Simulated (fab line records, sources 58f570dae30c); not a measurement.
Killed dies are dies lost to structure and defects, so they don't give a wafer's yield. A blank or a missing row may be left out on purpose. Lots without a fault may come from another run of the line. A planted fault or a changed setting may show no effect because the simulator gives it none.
Which tool did it? | flow berkeley_cmos170 | 14 lots, 42 wafers sampled, at 6 steps of a route of 331

WHAT THE GAUGES READ, wafer by wafer
UCB170_SACOX_THK_MEAS_02.
lot  | measured     | on            | SACOX_OXIDE_THK (nm)
L312 | day 6 10:56  | film_metro-02 | 14.15 13.94 13.96
L313 | day 6 10:58  | film_metro-03 | 14.15 14.36 14.05
L315 | day 6 21:31  | film_metro-02 | 14.54 14.78 14.65
L314 | day 6 21:31  | film_metro-03 | 14.78 14.49 14.59
L319 | day 7 18:58  | film_metro-04 | 14.75 14.54 14.45
L323 | day 8 06:22  | film_metro-02 | 14.31 14.35 14.19
L324 | day 9 02:24  | film_metro-02 | 14.90 14.93 14.92
L325 | day 9 02:25  | film_metro-04 | 14.44 14.30 14.37
L327 | day 9 04:53  | film_metro-02 | 14.24 14.08 14.12
L328 | day 9 04:58  | film_metro-03 | 14.42 14.41 14.25
L331 | day 9 18:37  | film_metro-03 | 14.08 14.19 14.10
L333 | day 10 09:20 | film_metro-03 | 14.72 14.64 14.67
L335 | day 10 09:21 | film_metro-02 | 14.50 14.35 14.40
L334 | day 10 09:24 | film_metro-03 | 14.90 14.78 14.69

UCB170_NLDD_TW_MEAS_11.
lot  | measured     | on            | NLDD_TW
L312 | day 8 00:38  | film_metro-03 | 2187 2177 2170
L313 | day 8 00:03  | film_metro-03 | 2179 2170 2180
L315 | day 8 08:06  | film_metro-01 | 2212 2208 2208
L314 | day 8 07:50  | film_metro-03 | 2173 2166 2182
L319 | day 9 09:48  | film_metro-02 | 2486 2486 2482
L323 | day 9 21:46  | film_metro-02 | 2489 2470 2477
L324 | day 10 08:40 | film_metro-03 | 2192 2188 2189
L325 | day 10 07:32 | film_metro-01 | 2202 2199 2190
L327 | day 10 17:01 | film_metro-01 | 2208 2206 2218
L328 | day 10 17:19 | film_metro-03 | 2183 2182 2198
L331 | day 11 02:09 | film_metro-01 | 2215 2198 2213
L333 | day 11 21:49 | film_metro-01 | 2210 2217 2209
L335 | day 11 22:22 | film_metro-01 | 2206 2198 2219
L334 | day 11 21:32 | film_metro-02 | 2235 2249 2257

UCB170_SDANNEAL_RS_MEAS_04: measures by four-point-probe.
lot  | measured     | on            | PLDD_RS (ohm/sq)
L312 | day 8 15:37  | film_metro-03 | 1031 1034 1035
L313 | day 8 15:54  | film_metro-01 | 1030 1028 1028
L315 | day 8 19:24  | film_metro-01 | 1030 1033 1033
L314 | day 8 19:08  | film_metro-03 | 1033 1033 1030
L319 | day 9 21:41  | film_metro-02 | 1023 1026 1023
L323 | day 10 07:35 | film_metro-02 | 1026 1033 1031
L324 | day 10 19:00 | film_metro-03 | 1031 1027 1029
L325 | day 10 19:34 | film_metro-02 | 1033 1034 1031
L327 | day 11 05:26 | film_metro-03 | 1031 1033 1034
L328 | day 11 05:56 | film_metro-03 | 1035 1037 1037
L331 | day 11 14:01 | film_metro-01 | 1027 1028 1030
L333 | day 12 12:44 | film_metro-03 | 1031 1030 1033
L335 | day 12 13:34 | film_metro-03 | 1033 1032 1030
L334 | day 12 12:16 | film_metro-02 | 1026 1028 1028

UCB170_SDANNEAL_RS_MEAS_05: measures by four-point-probe.
lot  | measured     | on            | NLDD_RS (ohm/sq)
L312 | day 8 15:44  | film_metro-03 | 616.7 617.9 616.2
L313 | day 8 16:01  | film_metro-01 | 615.3 615.0 614.2
L315 | day 8 19:31  | film_metro-01 | 615.5 614.2 615.8
L314 | day 8 19:15  | film_metro-03 | 617.1 618.2 616.2
L319 | day 9 21:49  | film_metro-02 | 464.2 464.1 464.7
L323 | day 10 07:43 | film_metro-02 | 463.6 463.5 464.2
L324 | day 10 19:07 | film_metro-03 | 616.9 616.6 616.2
L325 | day 10 19:41 | film_metro-02 | 615.9 616.8 615.2
L327 | day 11 05:33 | film_metro-03 | 616.4 615.9 614.5
L328 | day 11 06:03 | film_metro-03 | 617.7 618.1 616.2
L331 | day 11 14:08 | film_metro-01 | 616.2 614.6 616.2
L333 | day 12 12:52 | film_metro-03 | 615.6 616.6 617.3
L335 | day 12 13:41 | film_metro-03 | 616.1 617.5 615.2
L334 | day 12 12:23 | film_metro-02 | 614.8 616.3 615.3

WHICH TOOL RAN EACH LOT (tool, then ch and the chambers of the sampled wafers, then the start)
lot  | UCB170_GATE_ETCH_15              | UCB170_NLDD_IMPLANT_08
L312 | rie_si-02 ch 1,2,3, day 7 18:52  | implanter-03 ch 0, day 8 00:14
L313 | rie_si-02 ch 1,3, day 7 18:31    | implanter-01 ch 0, day 7 23:41
L315 | rie_si-01 ch 0,2,3, day 8 02:15  | implanter-01 ch 0, day 8 07:42
L314 | rie_si-01 ch 0,2, day 8 01:58    | implanter-04 ch 0, day 8 07:27
L319 | rie_si-01 ch 2,3, day 9 04:02    | implanter-01 ch 0, day 9 09:04
L323 | rie_si-02 ch 1,2, day 9 11:53    | implanter-03 ch 0, day 9 20:44
L324 | rie_si-02 ch 0,1,2, day 10 03:25 | implanter-03 ch 0, day 10 08:16
L325 | rie_si-02 ch 0,2, day 10 02:41   | implanter-03 ch 0, day 10 07:09
L327 | rie_si-01 ch 2,3, day 10 09:25   | implanter-01 ch 0, day 10 16:37
L328 | rie_si-02 ch 0,1,2, day 10 09:40 | implanter-03 ch 0, day 10 16:56
L331 | rie_si-01 ch 2,3, day 10 20:31   | implanter-03 ch 0, day 11 01:47
L333 | rie_si-02 ch 0,1,2, day 11 16:24 | implanter-03 ch 0, day 11 21:25
L335 | rie_si-01 ch 1,2,3, day 11 16:17 | implanter-04 ch 0, day 11 21:59
L334 | rie_si-01 ch 0,1,3, day 11 15:59 | implanter-04 ch 0, day 11 21:08
- UCB170_GATE_ETCH_15: etches poly-Si in HBr/Cl2, stops on SiO2, time 56.3 s, target depth 278.2 nm.
- UCB170_NLDD_IMPLANT_08

WHAT THE TOOLS THEMSELVES READ (means of the sampled wafers that have a number; where no wafer has one, the mark that the record gives instead)
UCB170_GATE_ETCH_15.
lot  | tool      | chamber_pressure_mTorr (mTorr) | drypump_motor_current_A (A) | oes_product_au (a.u.) | throttle_valve_pct (%)
L312 | rie_si-02 | 15.011                         | 6.04                        | 0.824                 | 26.52
L313 | rie_si-02 | 14.995                         | 6.23                        | 0.814                 | 26.70
L315 | rie_si-01 | 14.987                         | 5.86                        | 0.820                 | 26.36
L314 | rie_si-01 | 15.001                         | 5.85                        | 0.817                 | 26.28
L319 | rie_si-01 | 15.000                         | 5.77                        | 0.824                 | 26.36
L323 | rie_si-02 | 15.008                         | 6.03                        | 0.833                 | 26.47
L324 | rie_si-02 | 14.987                         | 5.94                        | 0.825                 | 26.33
L325 | rie_si-02 | 15.001                         | 5.79                        | 0.838                 | 26.21
L327 | rie_si-01 | 15.000                         | 5.85                        | 0.817                 | 26.44
L328 | rie_si-02 | 14.991                         | 5.95                        | 0.822                 | 26.34
L331 | rie_si-01 | 15.019                         | 5.76                        | 0.834                 | 26.36
L333 | rie_si-02 | 14.999                         | 5.96                        | 0.826                 | 26.33
L335 | rie_si-01 | 14.999                         | 5.71                        | 0.828                 | 26.54
L334 | rie_si-01 | 14.994                         | 5.83                        | 0.825                 | 26.53

THE ANSWER, worked out from the rows above alone
Rule: what is usual is taken from the lots themselves. Put in order of their means at a reading, lots are off if they are a third of the lots or fewer, leave a main group of 4 or more, and stand apart from it by a gap of 3 or more times the standard deviation of the main group's means; of several such gaps the widest counts. A main group whose means are all the same, to the digits that the tables above print for the reading, isn't used. A lot without any number at a reading at which 4 lots or more have one is off too. The other lots that the step has rows for count as sound. The gauges are gone through in route order, then the tools' own readings, and for those a lot's mean is taken as printed above. The first step at which some lot is off is used, and at that step the reading that is off furthest; a lot without a number counts as furthest.
Off: L319, L323, at UCB170_NLDD_TW_MEAS_11 (NLDD_TW). The main group: mean 2200, standard deviation 20.
A tool fits if, at a process step before that reading, it ran every lot that is off, and no sound lot after the first of them. The gauges at UCB170_NLDD_TW_MEAS_11 are tried like those tools. None of those tried fits.

WHAT THE SIMULATOR HAD PUT IN
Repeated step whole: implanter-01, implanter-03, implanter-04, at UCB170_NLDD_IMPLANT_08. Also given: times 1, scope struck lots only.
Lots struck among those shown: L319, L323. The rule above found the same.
